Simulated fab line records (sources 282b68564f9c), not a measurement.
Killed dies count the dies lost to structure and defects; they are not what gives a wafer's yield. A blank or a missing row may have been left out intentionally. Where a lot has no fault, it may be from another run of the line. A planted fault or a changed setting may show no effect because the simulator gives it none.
Which of the tools did it? ; flow rit_cmos ; Sampling: 14 lots, 42 wafers, 5 of 202 route steps

## WHAT THE GAUGES READ, wafer by wafer
Not one reading of a measure or inspect step in the record can be checked against a usual standard deviation.

## EACH LOT AND THE TOOL THAT RAN IT (in order: tool; ch and the chambers of the sampled wafers; start)
lot;RIT_NWELL_SOFTBAKE_02;RIT_NWELL_STRIP_09;RIT_NSD_STRIP_09;RIT_PSD_STRIP_09;RIT_M1_PROBE_99
L758;litho_track-02 ch 0, day 2 02:42;plasma_asher-04 ch 0,1, day 2 03:50;plasma_asher-04 ch 0,1, day 3 05:42;plasma_asher-04 ch 0,1, day 3 07:08;-
L759;litho_track-04 ch 0, day 2 06:35;plasma_asher-03 ch 0,1, day 2 07:35;plasma_asher-04 ch 0,1, day 3 10:29;plasma_asher-02 ch 0,1, day 3 12:02;-
L760;litho_track-01 ch 0, day 2 13:08;plasma_asher-03 ch 0,1, day 2 14:17;plasma_asher-04 ch 0,1, day 3 18:41;plasma_asher-04 ch 0,1, day 3 20:07;-
L761;litho_track-04 ch 0, day 2 15:47;plasma_asher-03 ch 0,1, day 2 16:55;plasma_asher-03 ch 0,1, day 3 20:34;plasma_asher-03 ch 0,1, day 3 22:07;-
L762;litho_track-01 ch 0, day 2 21:32;plasma_asher-02 ch 0,1, day 2 22:39;plasma_asher-04 ch 1, day 4 01:28;plasma_asher-04 ch 0, day 4 03:01;prober-02, day 4 11:07
L763;litho_track-01 ch 0, day 3 02:53;plasma_asher-03 ch 0,1, day 3 04:01;plasma_asher-03 ch 0,1, day 4 05:52;plasma_asher-03 ch 0,1, day 4 07:25;-
L765;litho_track-04 ch 0, day 3 11:40;plasma_asher-04 ch 0,1, day 3 12:49;plasma_asher-04 ch 0,1, day 4 15:30;plasma_asher-03 ch 0,1, day 4 17:03;prober-01, day 5 01:13
L767;litho_track-01 ch 0, day 3 21:48;plasma_asher-02 ch 0,1, day 3 22:47;plasma_asher-04 ch 0,1, day 5 01:09;plasma_asher-03 ch 0,1, day 5 02:39;prober-01, day 5 10:45
L774;litho_track-04 ch 0, day 5 08:37;plasma_asher-04 ch 0,1, day 5 09:37;plasma_asher-03 ch 0,1, day 6 12:26;plasma_asher-04 ch 0,1, day 6 13:52;prober-02, day 6 22:05
L776;litho_track-02 ch 0, day 5 19:38;plasma_asher-03 ch 0,1, day 5 20:47;plasma_asher-04 ch 0,1, day 6 22:53;plasma_asher-04 ch 0,1, day 7 00:26;-
L777;litho_track-01 ch 0, day 6 00:29;plasma_asher-03 ch 0, day 6 01:45;plasma_asher-04 ch 0,1, day 7 03:55;plasma_asher-04 ch 0,1, day 7 05:20;-
L778;litho_track-04 ch 0, day 6 05:20;plasma_asher-03 ch 0,1, day 6 06:25;plasma_asher-01 ch 0,1, day 7 08:49;plasma_asher-04 ch 0,1, day 7 10:14;prober-02, day 7 18:09
L779;litho_track-04 ch 0, day 6 09:40;plasma_asher-03 ch 0,1, day 6 10:48;plasma_asher-03 ch 0,1, day 7 12:27;plasma_asher-04 ch 0,1, day 7 13:52;-
L780;litho_track-04 ch 0, day 6 16:02;plasma_asher-02 ch 0,1, day 6 17:16;plasma_asher-04 ch 0,1, day 7 20:04;plasma_asher-02 ch 0, day 7 21:36;-
- RIT_NWELL_SOFTBAKE_02: time 60 s.
- RIT_NWELL_STRIP_09: strips in O2, time 180 s.
- RIT_NSD_STRIP_09: strips in O2, time 180 s.
- RIT_PSD_STRIP_09: strips in O2, time 180 s.
- RIT_M1_PROBE_99

## WHAT THE TOOLS THEMSELVES READ (means of the sampled wafers that have a number; where no wafer has one, the mark that the record gives instead)
RIT_NWELL_SOFTBAKE_02. Usual: heater_power_total_W 34.57 W, standard deviation 0.049; plate_temp_C 90.01 C, standard deviation 0.13.
lot;tool;heater_power_total_W (W);plate_temp_C (C);flag
L758;litho_track-02;34.54;90.05;
L759;litho_track-04;34.51;89.97;
L760;litho_track-01;34.57;89.93;
L761;litho_track-04;34.60;90.07;
L762;litho_track-01;34.57;89.95;
L763;litho_track-01;32.59;86.33;OFF
L765;litho_track-04;34.54;89.88;
L767;litho_track-01;32.63;86.30;OFF
L774;litho_track-04;34.57;90.25;
L776;litho_track-02;34.56;90.14;
L777;litho_track-01;34.52;89.89;
L778;litho_track-04;34.53;89.91;
L779;litho_track-04;34.63;90.10;
L780;litho_track-04;34.56;90.13;

RIT_NWELL_STRIP_09. Usual: drypump_motor_current_A 5.4 A, standard deviation 0.52.
lot;tool;drypump_motor_current_A (A);flag
L758;plasma_asher-04;5.8;
L759;plasma_asher-03;5.5;
L760;plasma_asher-03;5.5;
L761;plasma_asher-03;5.5;
L762;plasma_asher-02;5.7;
L763;plasma_asher-03;5.1;
L765;plasma_asher-04;5.8;
L767;plasma_asher-02;5.3;
L774;plasma_asher-04;5.8;
L776;plasma_asher-03;5.5;
L777;plasma_asher-03;5.8;
L778;plasma_asher-03;5.5;
L779;plasma_asher-03;5.1;
L780;plasma_asher-02;5.7;

RIT_NSD_STRIP_09. Usual: drypump_motor_current_A 5.5 A, standard deviation 0.45.
lot;tool;drypump_motor_current_A (A);flag
L758;plasma_asher-04;5.9;
L759;plasma_asher-04;5.8;
L760;plasma_asher-04;5.8;
L761;plasma_asher-03;5.1;
L762;plasma_asher-04;5.7;
L763;plasma_asher-03;5.5;
L765;plasma_asher-04;5.8;
L767;plasma_asher-04;5.8;
L774;plasma_asher-03;5.1;
L776;plasma_asher-04;5.8;
L777;plasma_asher-04;5.9;
L778;plasma_asher-01;5.6;
L779;plasma_asher-03;5.5;
L780;plasma_asher-04;5.8;

RIT_PSD_STRIP_09. Usual: drypump_motor_current_A 5.5 A, standard deviation 0.47.
lot;tool;drypump_motor_current_A (A);flag
L758;plasma_asher-04;5.8;
L759;plasma_asher-02;5.7;
L760;plasma_asher-04;5.7;
L761;plasma_asher-03;5.1;
L762;plasma_asher-04;5.9;
L763;plasma_asher-03;5.1;
L765;plasma_asher-03;5.5;
L767;plasma_asher-03;5.5;
L774;plasma_asher-04;5.8;
L776;plasma_asher-04;5.8;
L777;plasma_asher-04;5.9;
L778;plasma_asher-04;5.8;
L779;plasma_asher-04;5.8;
L780;plasma_asher-02;6.1;

RIT_M1_PROBE_99. Usual: killed_at_M0_to_M3 0.0, standard deviation 0.083; killed_at_contacts 0.1, standard deviation 0.32; killed_at_front_end 7, standard deviation 3; killed_dies 7, standard deviation 3; killed_open 3.4, standard deviation 2.2; killed_short 3.3, standard deviation 1.8.
lot;tool;killed_at_M0_to_M3;killed_at_contacts;killed_at_front_end;killed_dies;killed_open;killed_short;flag
L762;prober-02;0.0;0.0;8;8;4.7;3.7;
L765;prober-01;0.0;0.0;8;8;5.0;3.3;
L767;prober-01;0.0;0.0;4;4;2.0;1.7;
L774;prober-02;0.0;0.3;10;10;6.7;3.3;
L778;prober-02;0.0;0.0;8;8;4.3;3.3;

## THE ANSWER, worked out from the rows above alone
Rule: lot off if the mean of its wafers having a number is beyond 3 standard deviations from the usual mean. Also off: a lot with no number at a reading for which 4 or more lots have one. Any other lot the step has rows for is counted as sound. Order of review: gauges by route order, followed by the tools' own readings, for which a lot's mean as printed above is used. At the first step where some lot is off, the reading lying furthest off is the one used; lots without a number count as furthest.
Off: L763, L767, at RIT_NWELL_SOFTBAKE_02 (heater_power_total_W).
If a tool, at that step or one of the process steps before it, ran each lot that is off and ran no sound lot following the first of them, it fits. Of those tried, none fits.

## WHAT HAD BEEN PUT IN BY THE SIMULATOR
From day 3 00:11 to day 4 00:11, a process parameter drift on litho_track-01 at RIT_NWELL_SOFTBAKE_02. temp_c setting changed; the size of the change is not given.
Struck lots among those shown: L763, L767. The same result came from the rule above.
